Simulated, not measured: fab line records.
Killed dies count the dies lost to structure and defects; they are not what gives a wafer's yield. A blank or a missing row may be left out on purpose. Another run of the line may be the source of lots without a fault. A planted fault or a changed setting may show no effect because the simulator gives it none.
8D (eight disciplines) problem report, filled in by code -- flow berkeley_cmos170 -- the parts of the form that need people (team, actions taken, sign-off) are left out

1. WHAT WENT WRONG
Across 6 wafers from 2 lots, NLDD_TW at UCB170_NLDD_TW_MEAS_11 averages 2138, while fault-free wafers read 2232 with a standard deviation of 19. Relative to the usual mean, that is a shift of -5.0 standard deviations.
Earliest sighting: wafer L798.1 on film_metro-03 at day 10 00:29. The record holds 42 wafers of 14 lots with a number at this step. By rule, "out" or "out of limits" means more than 4 standard deviations away from the usual mean. All remaining wafers that have a number are taken as sound.

2. WHAT IT IS; WHAT IT IS NOT
question,is,is not
which readings at this step,NLDD_TW,-
which lots,"L798, L799","L781, L783, L784, L785, L786, L788, L789, L795, L800, L801, L802, L803"
which wafers of those lots,all that have a number,-
read on which gauges,"film_metro-01, film_metro-03",film_metro-04
when,from day 10 00:29,"up to then (24 sound wafers); but 12 sound wafers of L800, L801, L802, L803 came after"

3. WHAT RULES OUT EACH SUSPECT
Counting: a tool at any process step up to the reading remains a suspect when it ran all the lots that are out and ran no sound lot after the first of those.
- the gauge at UCB170_NLDD_TW_MEAS_11: ruled out. The wafers that are out were read on 2 gauges (film_metro-01, film_metro-03).
- implanter-03 at UCB170_NLDD_IMPLANT_08: kept. It ran every lot that is out, first L798 (day 10 00:05), and no sound lot after that; its last sound lot up to then is L789 (day 7 22:38). Out on those wafers are its own readings of dose_ions_cm2, faraday_current_uA.
Remaining after the count: implanter-03 at UCB170_NLDD_IMPLANT_08.

4. THE CAUSE (what the simulator had put in)
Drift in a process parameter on implanter-03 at UCB170_NLDD_IMPLANT_08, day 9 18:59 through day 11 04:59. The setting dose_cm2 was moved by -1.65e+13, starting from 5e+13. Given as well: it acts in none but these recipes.
This tool alone remained once counting was done.

5. SEQUENCE OF EFFECTS, ordered by route
One row per reading whose mean, taken over the struck wafers that have a number, lies over 3 standard deviations from the usual. Scope: only readings with a usual standard deviation given in the record; hours: median across lots of the time from each lot's start at the first step in this table that gives one to its start at this step; sigmas: change in usual standard deviations.
hours,step,reading,usual,on struck wafers,change,sigmas
0,UCB170_NLDD_IMPLANT_08,dose_ions_cm2,5.002e+13,3.352e+13,-1.650e+13,-99 or more
0,UCB170_NLDD_IMPLANT_08,faraday_current_uA,159,107,-52,-16
0,UCB170_NLDD_TW_MEAS_11,NLDD_TW,2232,2138,-94,-5.0
13,UCB170_SDANNEAL_RS_MEAS_05,NLDD_RS,617.1 ohm/sq,697.1,+80.0,+67
The process steps in it:
- UCB170_NLDD_IMPLANT_08

6. WHAT WOULD HAVE CAUGHT IT SOONER
The first out-of-limits reading at a measuring or inspecting step in this record came at day 10 00:29, 6 hours after the fault's start at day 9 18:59.
The tool's own readings at UCB170_NLDD_IMPLANT_08 were out on every struck wafer that the step has a row for (dose_ions_cm2, faraday_current_uA): an alarm limit on them would have fired on the first of those.
Lots out: 2; of these, L799 started UCB170_NLDD_IMPLANT_08 on implanter-03 after day 10 00:29. Holding the tool at that time would have saved it.
